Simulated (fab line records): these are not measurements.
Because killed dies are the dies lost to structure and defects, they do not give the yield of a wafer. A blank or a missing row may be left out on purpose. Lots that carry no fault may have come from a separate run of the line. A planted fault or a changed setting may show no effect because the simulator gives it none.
fab line records / flow rit_cmos
record lots=14 wafers=42 last_day=7
route steps=202 shown PLDD@122
lots with no fault: from the same line, run without faults
start_h: hours from the record's first day to the start of the lot's first wafer shown / wait_h: hours since the lot's step before / " identical to the entry in the row above / L1.1+2: one row covering several wafers at once / - no value, or no start was given / * or withheld: withheld / < > ~ a bound
route shown NAME@n: NAME is a module with steps in the file, n the number in the route of the first one / usual: mean/standard deviation taken from wafers without a fault / same: alike in all rows / chamber/n: place in a boat / sites: per-site readings / _std_site: their standard deviation / _edge_site: mean of outer sites minus mean of inner sites / radius_mm: how far each site lies from the wafer's centre / mask NAME#n: copy n / behind: the most recent tool/chamber to have shaped the wafer / hold: the reason the lot was held/the length of the hold in hours/how it ended / device: transistor that didn't switch, given as n, p or np / end of line: tests of these same wafers at the route's end / where a step has no rows: the recipe by itself / killed: at the first sort, the dies lost to defects and structure; wafer yield is something else / map: shows each die of a wafer: x if killed, . if not, _ if none is there
set.NAME: setting as actually run; set.NAME@STEP: the setting as run at that earlier step / model.NAME: the simulator's own value behind a step, which no gauge read
route steps across a sampled set of lots; one table per step, one row per wafer
services: from which hour (start_h, from the record's first day; less than 0 if before it) a tool's chamber was out of use, for how many hours, and why
## steps
# step RIT_PLDD_IMPLANT_08
# recipe species=BF2 energy_kev=20 dose_cm2=9e+14 tilt_deg=7
lot.wafer=L910.2+3+4 tool=implanter-02 chamber=0 start_h=44.13 wait_h=0.1
lot.wafer=L911.1+2+5 tool=implanter-04 chamber=0 start_h=49.13 wait_h=0.1
lot.wafer=L912.1+2+5 tool=implanter-03 chamber=0 start_h=54.49 wait_h=0.1
lot.wafer=L914.2+4+5 tool=implanter-03 chamber=0 start_h=64.15 wait_h=0.1
lot.wafer=L915.2+5+6 tool=implanter-02 chamber=0 start_h=71.46 wait_h=0.1
lot.wafer=L916.1+3+4 tool=implanter-02 chamber=0 start_h=73.17 wait_h=0.1
lot.wafer=L917.1+2+5 tool=implanter-03 chamber=0 start_h=78.63 wait_h=0.1
lot.wafer=L918.1+2+5 tool=implanter-03 chamber=0 start_h=83.13 wait_h=0.1
lot.wafer=L920.1+3+6 tool=implanter-03 chamber=0 start_h=94.43 wait_h=0.1
lot.wafer=L921.1+2+5 tool=implanter-04 chamber=0 start_h=99.08 wait_h=0.1
lot.wafer=L924.1+2+4 tool=implanter-03 chamber=0 start_h=120.03 wait_h=0.1
lot.wafer=L927.1+2+6 tool=implanter-03 chamber=0 start_h=130.15 wait_h=0.1
lot.wafer=L932.2+5+6 tool=implanter-02 chamber=0 start_h=153.07 wait_h=0.1
lot.wafer=L933.1+2+3 tool=implanter-02 chamber=0 start_h=158.63 wait_h=0.1
# step RIT_SDANNEAL_RS_MEAS_06
# recipe thk_meas_gauge=four-point-probe
# usual PLDD_RS=178.6/0.48
lot.wafer=L910.2 tool=film_metro-04 chamber=- start_h=50.80 wait_h=0.1 PLDD_RS[ohm/sq]=178.7
lot.wafer=L910.3 tool=film_metro-04 chamber=- start_h=50.80 wait_h=0.1 PLDD_RS[ohm/sq]=178.6
lot.wafer=L910.4 tool=film_metro-04 chamber=- start_h=50.80 wait_h=0.1 PLDD_RS[ohm/sq]=178.8
lot.wafer=L911.1 tool=film_metro-04 chamber=- start_h=55.69 wait_h=0.1 PLDD_RS[ohm/sq]=178.4
lot.wafer=L911.2 tool=film_metro-04 chamber=- start_h=55.69 wait_h=0.1 PLDD_RS[ohm/sq]=179.0
lot.wafer=L911.5 tool=film_metro-04 chamber=- start_h=55.69 wait_h=0.1 PLDD_RS[ohm/sq]=178.5
lot.wafer=L912.1 tool=film_metro-03 chamber=- start_h=61.08 wait_h=0.1 PLDD_RS[ohm/sq]=179.6
lot.wafer=L912.2 tool=film_metro-03 chamber=- start_h=61.08 wait_h=0.1 PLDD_RS[ohm/sq]=178.4
lot.wafer=L912.5 tool=film_metro-03 chamber=- start_h=61.08 wait_h=0.1 PLDD_RS[ohm/sq]=178.9
lot.wafer=L914.2 tool=film_metro-03 chamber=- start_h=70.81 wait_h=0.1 PLDD_RS[ohm/sq]=179.0
lot.wafer=L914.4 tool=film_metro-03 chamber=- start_h=70.81 wait_h=0.1 PLDD_RS[ohm/sq]=178.2
lot.wafer=L914.5 tool=film_metro-03 chamber=- start_h=70.81 wait_h=0.1 PLDD_RS[ohm/sq]=178.8
lot.wafer=L915.2 tool=film_metro-04 chamber=- start_h=78.16 wait_h=0.1 PLDD_RS[ohm/sq]=178.2
lot.wafer=L915.5 tool=film_metro-04 chamber=- start_h=78.16 wait_h=0.1 PLDD_RS[ohm/sq]=178.6
lot.wafer=L915.6 tool=film_metro-04 chamber=- start_h=78.16 wait_h=0.1 PLDD_RS[ohm/sq]=178.7
lot.wafer=L916.1 tool=film_metro-03 chamber=- start_h=80.03 wait_h=0.1 PLDD_RS[ohm/sq]=178.0
lot.wafer=L916.3 tool=film_metro-03 chamber=- start_h=80.03 wait_h=0.1 PLDD_RS[ohm/sq]=178.2
lot.wafer=L916.4 tool=film_metro-03 chamber=- start_h=80.03 wait_h=0.1 PLDD_RS[ohm/sq]=178.6
lot.wafer=L917.1 tool=film_metro-03 chamber=- start_h=85.04 wait_h=0.1 PLDD_RS[ohm/sq]=178.2
lot.wafer=L917.2 tool=film_metro-03 chamber=- start_h=85.04 wait_h=0.1 PLDD_RS[ohm/sq]=178.5
lot.wafer=L917.5 tool=film_metro-03 chamber=- start_h=85.04 wait_h=0.1 PLDD_RS[ohm/sq]=178.2
lot.wafer=L918.1 tool=film_metro-04 chamber=- start_h=90.79 wait_h=0.1 PLDD_RS[ohm/sq]=178.6
lot.wafer=L918.2 tool=film_metro-04 chamber=- start_h=90.79 wait_h=0.1 PLDD_RS[ohm/sq]=178.8
lot.wafer=L918.5 tool=film_metro-04 chamber=- start_h=90.79 wait_h=0.1 PLDD_RS[ohm/sq]=179.3
lot.wafer=L920.1 tool=film_metro-04 chamber=- start_h=102.39 wait_h=0.1 PLDD_RS[ohm/sq]=178.0
lot.wafer=L920.3 tool=film_metro-04 chamber=- start_h=102.39 wait_h=0.1 PLDD_RS[ohm/sq]=177.8
lot.wafer=L920.6 tool=film_metro-04 chamber=- start_h=102.39 wait_h=0.1 PLDD_RS[ohm/sq]=178.0
lot.wafer=L921.1 tool=film_metro-04 chamber=- start_h=105.76 wait_h=0.1 PLDD_RS[ohm/sq]=178.7
lot.wafer=L921.2 tool=film_metro-04 chamber=- start_h=105.76 wait_h=0.1 PLDD_RS[ohm/sq]=178.9
lot.wafer=L921.5 tool=film_metro-04 chamber=- start_h=105.76 wait_h=0.1 PLDD_RS[ohm/sq]=177.8
lot.wafer=L924.1 tool=film_metro-02 chamber=- start_h=126.58 wait_h=0.1 PLDD_RS[ohm/sq]=183.4
lot.wafer=L924.2 tool=film_metro-02 chamber=- start_h=126.58 wait_h=0.1 PLDD_RS[ohm/sq]=183.9
lot.wafer=L924.4 tool=film_metro-02 chamber=- start_h=126.58 wait_h=0.1 PLDD_RS[ohm/sq]=183.3
lot.wafer=L927.1 tool=film_metro-03 chamber=- start_h=136.74 wait_h=0.1 PLDD_RS[ohm/sq]=183.6
lot.wafer=L927.2 tool=film_metro-03 chamber=- start_h=136.74 wait_h=0.1 PLDD_RS[ohm/sq]=184.1
lot.wafer=L927.6 tool=film_metro-03 chamber=- start_h=136.74 wait_h=0.1 PLDD_RS[ohm/sq]=184.4
lot.wafer=L932.2 tool=film_metro-02 chamber=- start_h=159.76 wait_h=0.1 PLDD_RS[ohm/sq]=179.1
lot.wafer=L932.5 tool=film_metro-02 chamber=- start_h=159.76 wait_h=0.1 PLDD_RS[ohm/sq]=178.6
lot.wafer=L932.6 tool=film_metro-02 chamber=- start_h=159.76 wait_h=0.1 PLDD_RS[ohm/sq]=179.3
lot.wafer=L933.1 tool=film_metro-02 chamber=- start_h=165.67 wait_h=0.1 PLDD_RS[ohm/sq]=177.8
lot.wafer=L933.2 tool=film_metro-02 chamber=- start_h=165.67 wait_h=0.1 PLDD_RS[ohm/sq]=178.3
lot.wafer=L933.3 tool=film_metro-02 chamber=- start_h=165.67 wait_h=0.1 PLDD_RS[ohm/sq]=178.1
## services
tool=implanter-02 chamber=- start_h=80.39 hours=3.7 kind=pm
tool=implanter-04 chamber=- start_h=92.41 hours=3.7 kind=repair
tool=implanter-03 chamber=- start_h=130.60 hours=10.6 kind=repair
tool=implanter-04 chamber=- start_h=133.60 hours=3.2 kind=repair
tool=implanter-03 chamber=- start_h=141.21 hours=2.9 kind=pm
## key
first_sign step=RIT_SDANNEAL_RS_MEAS_06 reading=PLDD_RS direction=up sigmas=11 usual=178.6 struck=183.8
effect none on later readings
met_at RIT_PLDD_IMPLANT_08
struck_lots L924,L927
tester_left_out L924,L927
onset_between 94.43 120.03
fault kind=process_parameter_drift tool=implanter-03 chamber=- onset_h=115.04 steps=RIT_PLDD_IMPLANT_08 channel=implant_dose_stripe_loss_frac offset=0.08 shape=step end_h=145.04
# tester_left_out: of these lots the tester's yield and bins aren't shown, on N5 and GAA mostly nor the transistor test; their killed dies are dies lost to structure and defects alone, not to doping, threshold or leakage, so they don't give the yield
